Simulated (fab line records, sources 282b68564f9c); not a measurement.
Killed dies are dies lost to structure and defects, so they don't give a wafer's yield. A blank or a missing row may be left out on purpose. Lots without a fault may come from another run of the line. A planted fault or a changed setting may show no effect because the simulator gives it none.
fab line records | flow rit_cmos
record lots=6 wafers=18 last_day=8
route steps=202 shown NSD@138 PSD@142 SDANNEAL@153 M1@202
lots that met no fault: from a run of the same line without faults
start_h: hours from the record's first day to the start of the lot's first wafer shown | wait_h: hours since the lot's step before | " the same as in the row above | L1.1+2: a row that stands for several wafers | - no value, or no start given | * or withheld: withheld | < > ~ a bound
route shown NAME@n: a module of which the file shows steps, and the number in the route of the first | usual: mean/standard deviation of fault-free wafers | same: alike in all rows | chamber/n: place in a boat | sites: the reading at each site | _std_site: their standard deviation | _edge_site: outer sites' mean less inner sites' | radius_mm: how far each site lies from the wafer's centre | mask NAME#n: copy n | behind: the tool/chamber that last shaped the wafer | hold: why the lot was held/for how many hours/how that ended | device: the transistor (n, p or np) that didn't switch | end of line: the same wafers' tests at the end of the route | a step without rows: its recipe alone | killed: dies lost to structure and defects at the first sort, not the wafer's yield | map: a wafer's dies, x killed, . not, _ none there
set.NAME: the setting as run; set.NAME@STEP: as run at that earlier step | model.NAME: the simulator's own value behind a step, which no gauge read
lots at some steps of the route; a table a step, a row a wafer
services: from which hour (start_h, from the record's first day; less than 0 if before it) a tool's chamber was out of use, for how many hours, and why
## steps
# step RIT_NSD_HARDBAKE_07
# recipe resist=NOVOLAK temp_c=140 time_s=60
# step RIT_NSD_IMPLANT_08
# recipe species=P energy_kev=25 dose_cm2=1e+15 tilt_deg=7
# step RIT_NSD_STRIP_09
# recipe chemistry=O2 time_s=180 resist=NOVOLAK platen_temp_c=withheld power_w=500 pressure_mtorr=4000 o2_flow_sccm=4000
# usual drypump_motor_current_A=6.1/0.38
# same time_s=180
# columns lot.wafer tool chamber start_h wait_h drypump_motor_current_A rf_hours_counter_h
L967.1 plasma_asher-01 1 48.09 0.1 6.0 24
L967.5 " 0 " " 6.5 -
L967.6 " 1 " " 6.0 -
L968.1 plasma_asher-01 1 54.32 0.1 6.0 25
L968.4 " 1 " " 6.0 -
L968.5 " 1 " " 6.0 -
L979.1 plasma_asher-02 0 109.96 0.1 6.2 46
L979.5 " 1 " " 5.5 -
L979.6 " 0 " " 6.2 -
L981.2 plasma_asher-01 0 124.98 0.1 6.5 32
L981.3 " 1 " " 6.0 -
L981.4 " 0 " " 6.5 -
L989.2 plasma_asher-01 0 165.32 0.1 6.6 36
L989.3 " 1 " " 6.0 -
L989.5 " 1 " " 6.0 -
L990.3 plasma_asher-02 1 176.90 0.1 5.5 -
L990.4 " 0 " " 6.2 -
L990.5 " 1 " " 5.5 -
# step RIT_NSD_TW_MEAS_10
# usual NSD_TW=3123/15
# columns lot.wafer tool chamber start_h wait_h NSD_TW
L967.1 film_metro-02 - 48.27 0.1 3111
L967.5 " - " " 3115
L967.6 " - " " 3126
L968.1 film_metro-02 - 54.49 0.1 3129
L968.4 " - " " 3113
L968.5 " - " " 3115
L979.1 film_metro-01 - 110.14 0.1 3111
L979.5 " - " " 3104
L979.6 " - " " 3106
L981.2 film_metro-04 - 125.17 0.1 3142
L981.3 " - " " 3140
L981.4 " - " " 3145
L989.2 film_metro-04 - 165.61 0.2 3124
L989.3 " - " " 3139
L989.5 " - " " 3119
L990.3 film_metro-04 - 177.04 0.1 3106
L990.4 " - " " 3097
L990.5 " - " " 3107
# step RIT_PSD_HMDS_00
# recipe prime_time_s=60 prime_temp_c=140
# step RIT_PSD_COAT_01
# recipe resist=NOVOLAK spin_rpm=3250 resist_thk_nm=1000
# step RIT_PSD_SOFTBAKE_02
# recipe resist=NOVOLAK temp_c=90 time_s=60
# step RIT_PSD_EXPOSE_03
# recipe mask_id=M10 na=0.57 target_cd_nm=40900 dose_mj=250
# step RIT_PSD_PEB_04
# recipe resist=NOVOLAK temp_c=withheld time_s=withheld
# step RIT_PSD_DEVELOP_05
# recipe resist=NOVOLAK develop_time_s=50 dev_temp_c=23
# step RIT_PSD_OVL_MEAS_06
# usual PSD_OVL=0.2/1.3
# columns lot.wafer tool chamber start_h wait_h PSD_OVL[nm]
L967.1 overlay-01 - 49.30 - -0.4
L967.5 " - " " 1.4
L967.6 " - " " -2.4
L968.1 overlay-02 - 55.53 - -1.3
L968.4 " - " " 1.0
L968.5 " - " " 0.5
L979.1 overlay-01 - 111.17 - -0.9
L979.5 " - " " 0.6
L979.6 " - " " 0.1
L981.2 overlay-01 - 126.07 - 0.2
L981.3 " - " " -1.0
L981.4 " - " " 0.7
L989.2 overlay-01 - 166.51 - 0.8
L989.3 " - " " -0.3
L989.5 " - " " 2.1
L990.3 overlay-02 - 178.06 - 0.3
L990.4 " - " " 0.5
L990.5 " - " " 0.9
# step RIT_PSD_HARDBAKE_07
# recipe resist=NOVOLAK temp_c=140 time_s=60
# step RIT_PSD_IMPLANT_08
# recipe species=BF2 energy_kev=27 dose_cm2=5e+15 tilt_deg=7
# usual beam_energy_keV=26.997/0.0084
# columns lot.wafer tool chamber start_h wait_h beam_energy_keV model.implant.rp_nm model.implant.drp_nm
L967.1 implanter-01 0 49.49 0.1 27.000 21.38 12.05
L967.5 " 0 " " 27.000 21.38 12.05
L967.6 " 0 " " 27.006 21.38 12.05
L968.1 implanter-03 0 55.72 0.1 26.999 21.81 12.05
L968.4 " 0 " " 26.979 21.81 12.05
L968.5 " 0 " " 26.982 21.81 12.05
L979.1 implanter-03 0 111.36 0.1 25.098 21.33 11.45
L979.5 " 0 " " 25.086 21.33 11.45
L979.6 " 0 " " 25.095 21.33 11.45
L981.2 implanter-03 0 126.28 0.1 25.110 20.61 11.45
L981.3 " 0 " " 25.111 20.61 11.45
L981.4 " 0 " " 25.117 20.61 11.45
L989.2 implanter-01 0 166.72 0.1 27.000 21.42 12.05
L989.3 " 0 " " 26.994 21.42 12.05
L989.5 " 0 " " 27.001 21.42 12.05
L990.3 implanter-04 0 178.29 0.1 27.002 21.58 12.05
L990.4 " 0 " " 27.010 21.58 12.05
L990.5 " 0 " " 27.000 21.58 12.05
# step RIT_PSD_STRIP_09
# recipe chemistry=O2 time_s=180 resist=NOVOLAK platen_temp_c=withheld power_w=500 pressure_mtorr=4000 o2_flow_sccm=4000
# usual drypump_motor_current_A=5.9/0.39
# same time_s=180
# columns lot.wafer tool chamber start_h wait_h drypump_motor_current_A rf_hours_counter_h
L967.1 plasma_asher-02 0 49.64 0.1 6.2 40
L967.5 " 0 " " 6.2 -
L967.6 " 1 " " 5.5 -
L968.1 plasma_asher-03 1 55.87 0.1 6.4 40
L968.4 " 1 " " 6.4 -
L968.5 " 0 " " 5.4 -
L979.1 plasma_asher-04 1 111.51 0.1 5.7 50
L979.5 " 1 " " 5.7 -
L979.6 " 0 " " 5.9 -
L981.2 plasma_asher-03 1 126.40 0.1 6.4 1
L981.3 " 0 " " 5.4 -
L981.4 " 1 " " 6.4 -
L989.2 plasma_asher-02 0 166.84 0.1 6.2 52
L989.3 " 0 " " 6.2 -
L989.5 " 0 " " 6.2 -
L990.3 plasma_asher-03 1 178.45 0.1 6.4 -
L990.4 " 0 " " 5.4 -
L990.5 " 0 " " 5.4 -
# step RIT_PSD_TW_MEAS_10
# usual PSD_TW=3428/16
# columns lot.wafer tool chamber start_h wait_h PSD_TW
L967.1 film_metro-04 - 49.81 0.1 3409
L967.5 " - " " 3425
L967.6 " - " " 3414
L968.1 film_metro-02 - 56.04 0.1 3435
L968.4 " - " " 3407
L968.5 " - " " 3430
L979.1 film_metro-02 - 111.68 0.1 3361
L979.5 " - " " 3360
L979.6 " - " " 3352
L981.2 film_metro-04 - 126.59 0.1 3378
L981.3 " - " " 3390
L981.4 " - " " 3371
L989.2 film_metro-01 - 167.03 0.1 3426
L989.3 " - " " 3419
L989.5 " - " " 3424
L990.3 film_metro-01 - 178.58 0.1 3429
L990.4 " - " " 3460
L990.5 " - " " 3451
# step RIT_SDANNEAL_CLEAN_00
# recipe chemistry=SC1 mix=3:3:50 time_s=600 temp_c=75
# step RIT_SDANNEAL_CLEAN_01
# recipe chemistry=dHF dilution=50:1 time_s=30
# step RIT_SDANNEAL_CLEAN_02
# recipe chemistry=SC2 mix=3:3:50 time_s=600 temp_c=75 dry=n2_spin
# step RIT_SDANNEAL_RTA_03
# recipe temp_c=1050 time_s=5 idle_temp_c=600 ramp_up_c_per_s=342 ramp_down_c_per_s=171 cool_to_c=600 ambient=N2
# usual wafer_temp_C_max=1053.5/1.1
# same time_s=5
# columns lot.wafer tool chamber start_h wait_h wafer_temp_C_max
L967.1 rtp_anneal-02 0 50.29 0.0 1052.8
L967.5 " 0 " " 1053.2
L967.6 " 0 " " 1053.4
L968.1 rtp_anneal-01 0 56.50 0.0 1052.5
L968.4 " 0 " " 1053.3
L968.5 " 0 " " 1053.4
L979.1 rtp_anneal-01 0 112.14 0.0 1052.4
L979.5 " 0 " " 1054.7
L979.6 " 0 " " 1053.9
L981.2 rtp_anneal-01 0 127.03 0.0 1054.0
L981.3 " 0 " " 1050.8
L981.4 " 0 " " 1054.7
L989.2 rtp_anneal-01 0 167.47 0.0 1053.6
L989.3 " 0 " " 1052.9
L989.5 " 0 " " 1054.9
L990.3 rtp_anneal-01 0 179.03 0.0 1052.3
L990.4 " 0 " " 1052.8
L990.5 " 0 " " 1054.7
# step RIT_SDANNEAL_RS_MEAS_04
# recipe thk_meas_gauge=four-point-probe
# usual PSD_RS=115.84/0.24
# columns lot.wafer tool chamber start_h wait_h PSD_RS[ohm/sq]
L967.1 film_metro-01 - 50.35 0.0 115.99
L967.5 " - " " 115.97
L967.6 " - " " 116.03
L968.1 film_metro-04 - 56.56 0.0 116.07
L968.4 " - " " 115.88
L968.5 " - " " 115.98
L979.1 film_metro-01 - 112.20 0.0 120.31
L979.5 " - " " 119.88
L979.6 " - " " 119.99
L981.2 film_metro-01 - 127.10 0.1 120.33
L981.3 " - " " 120.41
L981.4 " - " " 120.25
L989.2 film_metro-04 - 167.54 0.1 115.85
L989.3 " - " " 115.81
L989.5 " - " " 115.79
L990.3 film_metro-04 - 179.10 0.1 115.75
L990.4 " - " " 115.69
L990.5 " - " " 115.90
# step RIT_SDANNEAL_RS_MEAS_05
# recipe thk_meas_gauge=four-point-probe
# usual NSD_RS=84.55/0.28
# columns lot.wafer tool chamber start_h wait_h NSD_RS[ohm/sq]
L967.1 film_metro-01 - 50.47 0.1 84.68
L967.5 " - " " 84.62
L967.6 " - " " 84.64
L968.1 film_metro-04 - 56.68 0.1 84.51
L968.4 " - " " 84.59
L968.5 " - " " 84.81
L979.1 film_metro-01 - 112.32 0.1 84.11
L979.5 " - " " 84.62
L979.6 " - " " 84.70
L981.2 film_metro-01 - 127.22 0.1 84.85
L981.3 " - " " 84.91
L981.4 " - " " 84.86
L989.2 film_metro-04 - 167.66 0.1 84.31
L989.3 " - " " 84.48
L989.5 " - " " 84.64
L990.3 film_metro-04 - 179.22 0.1 84.66
L990.4 " - " " 84.77
L990.5 " - " " 84.87
# step RIT_M1_PROBE_99
# usual killed_at_front_end=6.6/2.7 killed_dies=6.7/2.7 killed_open=3.3/1.9 killed_short=3.4/1.9
# same gross_dies=264 killed_at_M0_to_M3=0 killed_at_M4_up=0 killed_at_back_side=0 killed_at_contacts=0 killed_at_other=0
# columns lot.wafer tool chamber start_h wait_h killed_at_front_end killed_dies killed_open killed_short model.etest.contact_pplus.end_ohm_um model.etest.vpnp.gain
L967.1 prober-01 - 58.46 0.1 5 5 2 3 45.76 1.032
L967.5 prober-01 - 58.66 0.2 5 5 1 4 44.18 1.008
L967.6 prober-01 - 58.71 0.2 15 15 6 9 44.53 1.016
L968.1 prober-02 - 63.81 0.1 9 9 4 5 43.14 1.061
L968.4 prober-02 - 63.96 0.2 8 8 2 6 44.48 1.055
L968.5 prober-02 - 64.01 0.2 5 5 1 4 43.46 1.058
L979.1 prober-01 - 119.69 0.1 10 10 3 7 47.04 1.012
L979.5 prober-01 - 119.89 0.2 13 13 4 9 45.08 1.008
L979.6 prober-01 - 119.94 0.2 9 9 4 5 45.33 1.016
L981.2 prober-01 - 134.51 0.1 9 9 1 8 47.62 0.9671
L981.3 prober-01 - 134.56 0.2 3 3 2 1 47.97 0.9777
L981.4 prober-01 - 134.61 0.2 3 3 2 1 47.26 0.9702
L989.2 prober-02 - 175.34 0.1 6 6 4 2 44.85 1.022
L989.3 prober-02 - 175.39 0.2 7 7 4 3 45.41 1.026
L989.5 prober-02 - 175.49 0.2 5 5 1 4 44.13 1.022
L990.3 prober-02 - 187.69 0.2 6 6 3 3 44.3 1.026
L990.4 prober-02 - 187.74 0.2 5 5 2 3 44.89 1.017
L990.5 prober-02 - 187.79 0.2 6 6 1 5 45.87 1.027
# killed by level:class
L967.1 GATE:geometric_particle:short=1 GATE:geometric_particle:open=1 SPACER:geometric_particle:short=1 SPACER:geometric_particle:open=1 SILICIDE:geometric_particle:short=1
L967.5 ACTIVE:geometric_particle:short=1 FOX1:geometric_particle:open=1 GATE:geometric_particle:short=1 REOX:geometric_particle:short=1 SPACER:geometric_particle:short=1
L967.6 GATE:geometric_particle:open=4 GATE:geometric_particle:short=4 SPACER:geometric_particle:short=4 SPACER:geometric_particle:open=1 SILICIDE:geometric_particle:short=1 SILICIDE:geometric_particle:open=1
L968.1 SILICIDE:geometric_particle:short=2 FOX1:geometric_particle:open=1 GATE:geometric_particle:open=1 GATE:geometric_particle:short=1 REOX:geometric_particle:open=1 REOX:geometric_particle:short=1 SPACER:geometric_particle:short=1 SPACER:geometric_particle:open=1
L968.4 FOX1:geometric_particle:short=2 SILICIDE:geometric_particle:short=2 FOX1:geometric_particle:open=1 FOX2:geometric_particle:short=1 GATE:geometric_particle:short=1 SILICIDE:geometric_particle:open=1
L968.5 GATE:geometric_particle:short=2 REOX:geometric_particle:short=1 SILICIDE:geometric_particle:open=1 SILICIDE:geometric_particle:short=1
L979.1 REOX:geometric_particle:short=3 SPACER:geometric_particle:short=2 SILICIDE:geometric_particle:open=2 FOX1:geometric_particle:open=1 GATE:geometric_particle:short=1 SILICIDE:geometric_particle:short=1
L979.5 SILICIDE:geometric_particle:short=3 FOX1:geometric_particle:short=2 GATE:geometric_particle:open=2 SPACER:geometric_particle:open=2 SPACER:geometric_particle:short=2 FOX2:geometric_particle:short=1 REOX:geometric_particle:short=1
L979.6 SPACER:geometric_particle:short=3 GATE:geometric_particle:open=2 FOX1:geometric_particle:short=1 GATE:geometric_particle:short=1 SPACER:geometric_particle:open=1 SILICIDE:geometric_particle:open=1
L981.2 GATE:geometric_particle:short=3 FOX1:geometric_particle:short=2 SILICIDE:geometric_particle:short=2 REOX:geometric_particle:open=1 SPACER:geometric_particle:short=1
L981.3 FOX1:geometric_particle:open=1 FOX1:geometric_particle:short=1 SPACER:geometric_particle:open=1
L981.4 SILICIDE:geometric_particle:open=2 GATE:geometric_particle:short=1
L989.2 FOX1:geometric_particle:open=2 FOX1:geometric_particle:short=1 GATE:geometric_particle:open=1 GATE:geometric_particle:short=1 SPACER:geometric_particle:open=1
L989.3 FOX2:geometric_particle:open=2 SPACER:geometric_particle:open=2 ACTIVE:geometric_particle:short=1 GATE:geometric_particle:short=1 SILICIDE:geometric_particle:short=1
L989.5 FOX1:geometric_particle:short=1 GATE:geometric_particle:short=1 SILICIDE:geometric_particle:short=1 SPACER:geometric_particle:short=1 SILICIDE:geometric_particle:open=1
L990.3 GATE:geometric_particle:open=2 FOX1:geometric_particle:short=1 FOX2:geometric_particle:short=1 GATE:geometric_particle:short=1 SPACER:geometric_particle:open=1
L990.4 FOX2:geometric_particle:open=2 GATE:geometric_particle:short=2 FOX2:geometric_particle:short=1
L990.5 SPACER:geometric_particle:short=3 GATE:geometric_particle:short=2 SPACER:geometric_particle:open=1
## services
# columns tool chamber start_h hours kind
plasma_asher-02 - 43.78 0.9 repair
plasma_asher-03 - 56.69 2.8 pm
implanter-03 - 57.48 2.4 pm
rtp_anneal-02 - 83.96 29.6 pm
implanter-03 - 91.23 1.7 repair
implanter-04 - 106.25 4.0 repair
plasma_asher-03 - 108.75 9.0 pm
plasma_asher-03 0 108.75 9.0 vent_cycle
plasma_asher-03 1 108.75 9.0 vent_cycle
implanter-01 - 110.63 8.1 repair
plasma_asher-03 0 117.75 - clean
plasma_asher-03 1 117.75 - clean
implanter-04 - 132.64 3.3 pm
plasma_asher-03 - 142.18 0.6 repair
plasma_asher-01 - 175.77 4.3 repair
## key
first_sign step=RIT_PSD_IMPLANT_08 reading=beam_energy_keV direction=down sigmas=99+ usual=26.997 struck=25.103
effect step=RIT_PSD_TW_MEAS_10 reading=PSD_TW direction=down sigmas=3.8 usual=3428 struck=3369
effect step=RIT_SDANNEAL_RS_MEAS_04 reading=PSD_RS direction=up sigmas=18 usual=115.84 struck=120.19
model_effect step=RIT_PSD_IMPLANT_08 value=implant.rp_nm without=22.23 struck=20.97
model_effect step=RIT_M1_PROBE_99 value=etest.contact_pplus.end_ohm_um without=43.82 struck=46.72
met_at RIT_PSD_IMPLANT_08
struck_wafers L979.1,L979.5,L979.6,L981.2,L981.3,L981.4
tester_left_out L979,L981
onset_between 55.72 111.36
fault kind=process_parameter_drift tool=implanter-03 chamber=- onset_h=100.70 steps=RIT_PSD_IMPLANT_08 channel=energy_kev offset=-1.89 shape=step end_h=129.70 acts_in=these_recipes_only stated=27
# tester_left_out: of these lots the tester's yield and bins aren't shown, on N5 and GAA mostly nor the transistor test; their killed dies are dies lost to structure and defects alone, not to doping, threshold or leakage, so they don't give the yield
